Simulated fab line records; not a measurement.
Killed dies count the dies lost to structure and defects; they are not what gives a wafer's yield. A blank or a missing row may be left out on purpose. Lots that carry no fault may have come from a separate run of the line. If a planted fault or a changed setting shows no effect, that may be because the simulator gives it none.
Struck lot and sound lot, side by side + flow berkeley_cmos170 + 17 steps out of a route of 331
Sound: these wafers, L792.1, L792.2, L792.4. Wafers struck: L802.1, L802.5, L802.6. The cause is named last.
At each step with rows: each side's tool, then ch and its chambers, then its first start. Under that, the readings that differ: sound wafers + struck wafers + difference of the means + sigmas: that difference in standard deviations of wafers without a fault.
alike: words and numbers the same on both sides, and readings whose means are apart by under 2 such deviations; not compared: readings that were withheld, readings missing a value for some wafer, numbers with overlapping values and no deviation given by the record, and bounds like >300 which may hide the same value.
Wherever a step has rows on one side only, a row that says differs or no value, or a row with sigmas, the two part there. When numbers do not overlap yet have no deviation, they are printed without sigmas and do not part them. A reading that every wafer of one side lacks parts them only if that side has two wafers or more.

first, 5 steps without rows for these wafers: UCB170_NLDD_COAT_01 (resist thk 900 nm); UCB170_NLDD_SOFTBAKE_02 (time 60 s); UCB170_NLDD_EXPOSE_03 (exposes mask NSELECT, target cd 1200 nm); UCB170_NLDD_PEB_04; UCB170_NLDD_DEVELOP_05 (develop time 45 s).
UCB170_NLDD_CD_MEAS_06 targets a cd of 1200 nm.
  sound: cd_sem-02 at day 8 05:40; struck: cd_sem-01 at day 10 07:16
  alike: cd_nm
UCB170_NLDD_OVL_MEAS_07:
  sound: overlay-02 at day 8 05:47; struck: overlay-01 at day 10 07:23
  alike: NLDD_OVL
then, 2 steps without rows for these wafers: UCB170_NLDD_IMPLANT_08; UCB170_NLDD_IMPLANT_09.
UCB170_NLDD_STRIP_10: strips in O2.
  sound on plasma_asher-01 ch 0,1, day 8 06:07; struck on plasma_asher-01 ch 0,1, day 10 07:43
  alike: drypump_motor_current_A, oes_product_au, strip_time_to_endpoint_s
  not compared: rf_hours_counter_h
UCB170_NLDD_TW_MEAS_11:
  sound: film_metro-04 at day 8 06:13; struck: film_metro-04 at day 10 07:49
  alike: NLDD_TW
then, 1 step without rows for these wafers: UCB170_NLDD_CLEAN_12 (cleans in SPM, time 600 s).
UCB170_SPACER_CVD_00: deposits SiO2 from TEOS/O2, target thk 376 nm, time 47 s.
  sound on pecvd-04 ch 0,1, day 8 06:27; struck on pecvd-03 ch 1,2, day 10 08:17
  alike: heater_power_w
UCB170_SPACER_THK_MEAS_01:
  sound: film_metro-01 at day 8 06:29; struck: film_metro-02 at day 10 08:19
| reading              | sound       | struck      | difference | sigmas |
|----------------------|-------------|-------------|------------|--------|
| SPACER_TEOS_THK (nm) | 370 376 375 | 754 759 757 | +383       | +72    |
then, 1 step without rows for these wafers: UCB170_SPACER_ANNEAL_02 (time 1800 s).
UCB170_SPACER_ETCHBACK_03: etches SiO2 in CHF3/CF4/Ar, stops on Si, target depth 376 nm, time 100 s.
  sound on rie_diel-01 ch 0,1,3, day 8 12:04; struck on rie_diel-02 ch 0,1,2, day 10 14:37
| reading                  | sound             | struck            | difference | sigmas |
|--------------------------|-------------------|-------------------|------------|--------|
| oes_product_au (a.u.)    | 0.892 0.932 0.900 | 1.022 0.995 0.965 | +0.086     | +4     |
| model.etch.depth_nm (nm) | 369.8 375.9 375.1 | 428.8 430.3 437.2 | +58.5      |        |
  alike: CHF3_flow_sccm, drypump_motor_current_A, throttle_valve_pct
  not compared: rf_hours_counter_h
UCB170_M3_PROBE_99:
  only the struck wafers here have rows in the record (prober-02, day 11 15:51); the sound ones have none

== WHERE THEY PART ==
Last at UCB170_M3_PROBE_99 as far as this record goes, first at UCB170_SPACER_THK_MEAS_01.

WHY: whatever the simulator had introduced
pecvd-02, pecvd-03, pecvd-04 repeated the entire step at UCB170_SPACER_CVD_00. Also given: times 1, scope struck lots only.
